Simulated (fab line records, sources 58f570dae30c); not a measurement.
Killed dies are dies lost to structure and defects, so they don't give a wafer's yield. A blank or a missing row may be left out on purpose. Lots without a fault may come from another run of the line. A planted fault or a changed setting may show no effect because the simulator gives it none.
Which tool did it? | flow berkeley_cmos170 | 15 lots, 45 wafers sampled, at 5 steps of a route of 331

WHAT THE GAUGES READ, wafer by wafer
UCB170_NWELL_TW_MEAS_16.
lot  | measured    | on            | NWELL_TW
L634 | day 2 20:56 | film_metro-02 | 1240 1248 1241
L635 | day 3 00:05 | film_metro-03 | 1257 1258 1260
L639 | day 3 18:17 | film_metro-01 | 1253 1257 1252
L640 | day 4 05:20 | film_metro-01 | 1247 1249 1248
L641 | day 4 05:36 | film_metro-02 | 1349 1343 1347
L642 | day 4 11:14 | film_metro-01 | 1355 1357 1354
L644 | day 5 00:54 | film_metro-01 | 1371 1369 1369
L646 | day 5 05:28 | film_metro-03 | 1252 1255 1261
L647 | day 5 05:38 | film_metro-02 | 1247 1245 1244
L648 | day 5 05:47 | film_metro-01 | 1257 1248 1254
L649 | day 5 15:38 | film_metro-03 | 1248 1256 1255
L650 | day 6 02:04 | film_metro-01 | 1246 1250 1250
L652 | day 6 08:02 | film_metro-03 | 1255 1266 1256
L653 | day 6 16:26 | film_metro-03 | 1259 1265 1259
L656 | day 7 02:04 | film_metro-01 | 1255 1256 1245

UCB170_PFIELD_OVL_MEAS_06.
lot  | measured    | on         | PFIELD_OVL (nm)
L634 | day 5 07:01 | overlay-01 | -4 -9 -3
L635 | day 5 06:45 | overlay-02 | -3 -7 -5
L639 | day 6 06:32 | overlay-01 | 4 2 2
L640 | day 6 12:14 | overlay-01 | 4 0 4
L641 | day 6 12:31 | overlay-01 | 1 -4 2
L642 | day 6 11:41 | overlay-02 | 4 -5 1
L644 | day 7 07:31 | overlay-02 | 5 5 4
L646 | day 7 11:26 | overlay-01 | 4 -7 1
L647 | day 7 07:36 | overlay-01 | -5 -5 -12
L648 | day 7 07:20 | overlay-02 | -5 1 0
L649 | day 7 12:29 | overlay-01 | 4 3 0
L650 | day 8 06:59 | overlay-01 | 1 1 2
L652 | day 8 06:38 | overlay-01 | -4 1 1
L653 | day 8 20:10 | overlay-01 | -1 -7 -5
L656 | day 9 03:48 | overlay-02 | 0 -1 2

UCB170_M2_CD_MEAS_15: target cd 700 nm.
lot  | measured     | on        | cd_nm (nm)
L634 | day 8 12:12  | cd_sem-01 | 698.9 698.7 699.4
L635 | day 8 11:10  | cd_sem-02 | 697.5 697.7 697.5
L639 | day 9 05:31  | cd_sem-02 | 700.0 700.5 700.3
L640 | day 9 18:49  | cd_sem-01 | 699.6 700.3 700.7
L641 | day 9 18:35  | cd_sem-02 | 697.8 698.6 698.2
L642 | day 9 18:20  | cd_sem-02 | 699.3 699.7 699.1
L644 | day 11 04:49 | cd_sem-02 | 696.1 695.7 697.9
L646 | day 11 01:51 | cd_sem-01 | 698.3 698.4 698.6
L647 | day 11 04:54 | cd_sem-02 | 702.4 704.8 703.1
L648 | day 10 22:06 | cd_sem-02 | 701.2 701.2 701.4
L649 | day 10 22:22 | cd_sem-02 | 700.7 699.9 700.3
L650 | day 11 18:45 | cd_sem-01 | 700.1 700.8 699.5
L652 | day 11 19:52 | cd_sem-01 | 700.3 701.9 701.3
L653 | day 12 06:42 | cd_sem-02 | 703.8 701.5 703.0
L656 | day 12 16:56 | cd_sem-02 | 698.4 698.3 697.3

WHICH TOOL RAN EACH LOT (tool, then ch and the chambers of the sampled wafers, then the start)
lot  | UCB170_NWELL_IMPLANT_14        | UCB170_CONTACT_STRIP_06
L634 | implanter-04 ch 0, day 2 20:39 | plasma_asher-02 ch 0,1, day 7 23:21
L635 | implanter-01 ch 0, day 2 23:52 | plasma_asher-01 ch 0,1, day 7 23:07
L639 | implanter-04 ch 0, day 3 18:04 | plasma_asher-02 ch 0,1, day 8 18:05
L640 | implanter-02 ch 0, day 4 05:05 | plasma_asher-03 ch 0,1, day 9 05:25
L641 | implanter-04 ch 0, day 4 05:21 | plasma_asher-01 ch 0,1, day 9 03:44
L642 | implanter-04 ch 0, day 4 11:01 | plasma_asher-02 ch 0,1, day 9 05:24
L644 | implanter-04 ch 0, day 5 00:41 | plasma_asher-02 ch 0,1, day 10 10:28
L646 | implanter-02 ch 0, day 5 05:14 | plasma_asher-03 ch 0,1, day 10 10:13
L647 | implanter-02 ch 0, day 5 05:23 | plasma_asher-03 ch 0,1, day 10 10:40
L648 | implanter-01 ch 0, day 5 05:33 | plasma_asher-02 ch 0,1, day 10 08:13
L649 | implanter-02 ch 0, day 5 15:25 | plasma_asher-03 ch 0,1, day 10 08:29
L650 | implanter-02 ch 0, day 6 01:49 | plasma_asher-02 ch 0,1, day 11 07:20
L652 | implanter-02 ch 0, day 6 07:47 | plasma_asher-02 ch 0,1, day 11 08:43
L653 | implanter-02 ch 0, day 6 16:12 | plasma_asher-01 ch 0,1, day 11 20:45
L656 | implanter-01 ch 0, day 7 01:49 | plasma_asher-02 ch 1, day 12 07:34
- UCB170_NWELL_IMPLANT_14
- UCB170_CONTACT_STRIP_06: strips in O2.

WHAT THE TOOLS THEMSELVES READ (means of the sampled wafers that have a number; where no wafer has one, the mark that the record gives instead)
UCB170_NWELL_IMPLANT_14.
lot  | tool         | dose_ions_cm2 | faraday_current_uA
L634 | implanter-04 | 1.0003e+13    | 31.2
L635 | implanter-01 | 1.0006e+13    | 32.0
L639 | implanter-04 | 1.0008e+13    | 32.0
L640 | implanter-02 | 1.0001e+13    | 31.9
L641 | implanter-04 | 1.3015e+13    | 41.7
L642 | implanter-04 | 1.2995e+13    | 41.5
L644 | implanter-04 | 1.2993e+13    | 41.0
L646 | implanter-02 | 1.0007e+13    | 31.4
L647 | implanter-02 | 9.9937e+12    | 32.0
L648 | implanter-01 | 9.9927e+12    | 31.9
L649 | implanter-02 | 1.0008e+13    | 31.8
L650 | implanter-02 | 9.9990e+12    | 31.3
L652 | implanter-02 | 1.0003e+13    | 31.9
L653 | implanter-02 | 1.0003e+13    | 31.8
L656 | implanter-01 | 1.0005e+13    | 31.5

UCB170_CONTACT_STRIP_06.
lot  | tool            | drypump_motor_current_A (A) | oes_product_au (a.u.) | strip_time_to_endpoint_s (s)
L634 | plasma_asher-02 | 5.4                         | 0.734                 | 21.86
L635 | plasma_asher-01 | 5.8                         | 0.732                 | 21.98
L639 | plasma_asher-02 | 5.4                         | 0.732                 | 22.05
L640 | plasma_asher-03 | 6.2                         | 0.733                 | 21.96
L641 | plasma_asher-01 | 5.8                         | 0.737                 | 22.05
L642 | plasma_asher-02 | 5.4                         | 0.733                 | 21.90
L644 | plasma_asher-02 | 5.8                         | 0.735                 | 21.94
L646 | plasma_asher-03 | 6.2                         | 0.732                 | 22.00
L647 | plasma_asher-03 | 6.4                         | 0.736                 | 22.00
L648 | plasma_asher-02 | 5.8                         | 0.735                 | 22.06
L649 | plasma_asher-03 | 6.2                         | 0.733                 | 21.89
L650 | plasma_asher-02 | 5.8                         | 0.736                 | 22.00
L652 | plasma_asher-02 | 5.9                         | 0.737                 | 21.99
L653 | plasma_asher-01 | 5.8                         | 0.740                 | 21.99
L656 | plasma_asher-02 | 5.0                         | 0.733                 | 22.00

THE ANSWER, worked out from the rows above alone
Rule: what is usual is taken from the lots themselves. Put in order of their means at a reading, lots are off if they are a third of the lots or fewer, leave a main group of 4 or more, and stand apart from it by a gap of 3 or more times the standard deviation of the main group's means; of several such gaps the widest counts. A main group whose means are all the same, to the digits that the tables above print for the reading, isn't used. A lot without any number at a reading at which 4 lots or more have one is off too. The other lots that the step has rows for count as sound. The gauges are gone through in route order, then the tools' own readings, and for those a lot's mean is taken as printed above. The first step at which some lot is off is used, and at that step the reading that is off furthest; a lot without a number counts as furthest.
Off: L641, L642, L644, at UCB170_NWELL_TW_MEAS_16 (NWELL_TW). The main group: mean 1253, standard deviation 5.3.
A tool fits if, at a process step before that reading, it ran every lot that is off, and no sound lot after the first of them. The gauges at UCB170_NWELL_TW_MEAS_16 aren't tried: what is off there is off at UCB170_NWELL_IMPLANT_14 too, on other tools, and a gauge's error can't cause that. One fits: implanter-04 at UCB170_NWELL_IMPLANT_14. Its last sound lot is L639 (day 3 18:04), its first lot that is off L641 (day 4 05:21): a fault that began between those two fits.
The tool's own readings at UCB170_NWELL_IMPLANT_14 bear it out: on the lots that are off they differ by more than 5 times the standard deviation of the sound lots' means. dose_ions_cm2 reads 1.3001e+13 there against 1.0002e+13 on the sound lots; faraday_current_uA reads 41.4 there against 31.7 on the sound lots.

WHAT THE SIMULATOR HAD PUT IN
Process parameter drift: implanter-04, from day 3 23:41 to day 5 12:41, at UCB170_NWELL_IMPLANT_14. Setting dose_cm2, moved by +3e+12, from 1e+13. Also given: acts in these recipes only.
Lots struck among those shown: L641, L642, L644. The rule above found the same.
